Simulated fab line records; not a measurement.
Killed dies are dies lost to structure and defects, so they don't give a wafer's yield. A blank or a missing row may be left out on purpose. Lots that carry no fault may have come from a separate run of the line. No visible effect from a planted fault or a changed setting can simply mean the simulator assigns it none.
Which tool was responsible? + flow berkeley-cmos170 + route of 331 steps, sampled at 1 step: 15 lots, 45 wafers

== WHAT EACH GAUGE READ, for each wafer ==
Not one reading of a measure or inspect step in the record can be checked against a usual standard deviation.

== TOOL THAT RAN EACH LOT (tool first, then ch and the chambers of the sampled wafers, then the start) ==
| lot  | UCB170_M3_HMDS_04                 |
|------|-----------------------------------|
| L165 | litho-track-04 ch 0, day 8 10:40  |
| L166 | litho-track-04 ch 0, day 8 23:39  |
| L167 | litho-track-04 ch 0, day 9 01:59  |
| L169 | litho-track-04 ch 0, day 9 12:59  |
| L170 | litho-track-03 ch 0, day 9 17:28  |
| L168 | litho-track-04 ch 0, day 9 22:37  |
| L174 | litho-track-04 ch 0, day 10 04:18 |
| L172 | litho-track-04 ch 0, day 10 05:01 |
| L180 | litho-track-03 ch 0, day 12 02:41 |
| L183 | litho-track-03 ch 0, day 12 16:17 |
| L185 | litho-track-04 ch 0, day 13 03:17 |
| L187 | litho-track-03 ch 0, day 13 03:52 |
| L186 | litho-track-03 ch 0, day 13 07:51 |
| L184 | litho-track-04 ch 0, day 13 08:34 |
| L188 | litho-track-02 ch 0, day 14 00:13 |
- UCB170_M3_HMDS_04: prime time 60 s.

== WHAT THE TOOLS THEMSELVES READ (means of the sampled wafers that have a number; where no wafer has one, the mark that the record gives instead) ==
UCB170_M3_HMDS_04. Usual: prime-temp-c reads 99.95 C (standard deviation 0.14).
| lot  | tool           | prime-temp-c (C) | flag |
|------|----------------|------------------|------|
| L165 | litho-track-04 | 100.09           |      |
| L166 | litho-track-04 | 99.80            |      |
| L167 | litho-track-04 | 99.90            |      |
| L169 | litho-track-04 | 99.98            |      |
| L170 | litho-track-03 | 99.82            |      |
| L168 | litho-track-04 | 101.14           | OFF  |
| L174 | litho-track-04 | 101.02           | OFF  |
| L172 | litho-track-04 | 101.05           | OFF  |
| L180 | litho-track-03 | 99.82            |      |
| L183 | litho-track-03 | 100.07           |      |
| L185 | litho-track-04 | 99.92            |      |
| L187 | litho-track-03 | 99.92            |      |
| L186 | litho-track-03 | 99.85            |      |
| L184 | litho-track-04 | 100.03           |      |
| L188 | litho-track-02 | 99.85            |      |

== THE ANSWER, worked out from the rows above alone ==
Rule: lot off if the mean of its wafers having a number is beyond 3 standard deviations from the usual mean. Also off: a lot with no number at a reading for which 4 or more lots have one. Where the step has rows for the other lots, those lots are counted as sound. First the gauges in route order, then the tools' own readings, where a lot's mean is used as printed above. The first step at which some lot is off is used, and at that step the reading that is off furthest; a lot without a number counts as furthest.
Off: L168, L174, L172, at UCB170_M3_HMDS_04 (prime-temp-c).
A tool fits if, at that step or a process step before it, it ran every lot that is off, and no sound lot after the first of them. Of those tried, none fits.

== WHAT HAD BEEN PUT IN BY THE SIMULATOR ==
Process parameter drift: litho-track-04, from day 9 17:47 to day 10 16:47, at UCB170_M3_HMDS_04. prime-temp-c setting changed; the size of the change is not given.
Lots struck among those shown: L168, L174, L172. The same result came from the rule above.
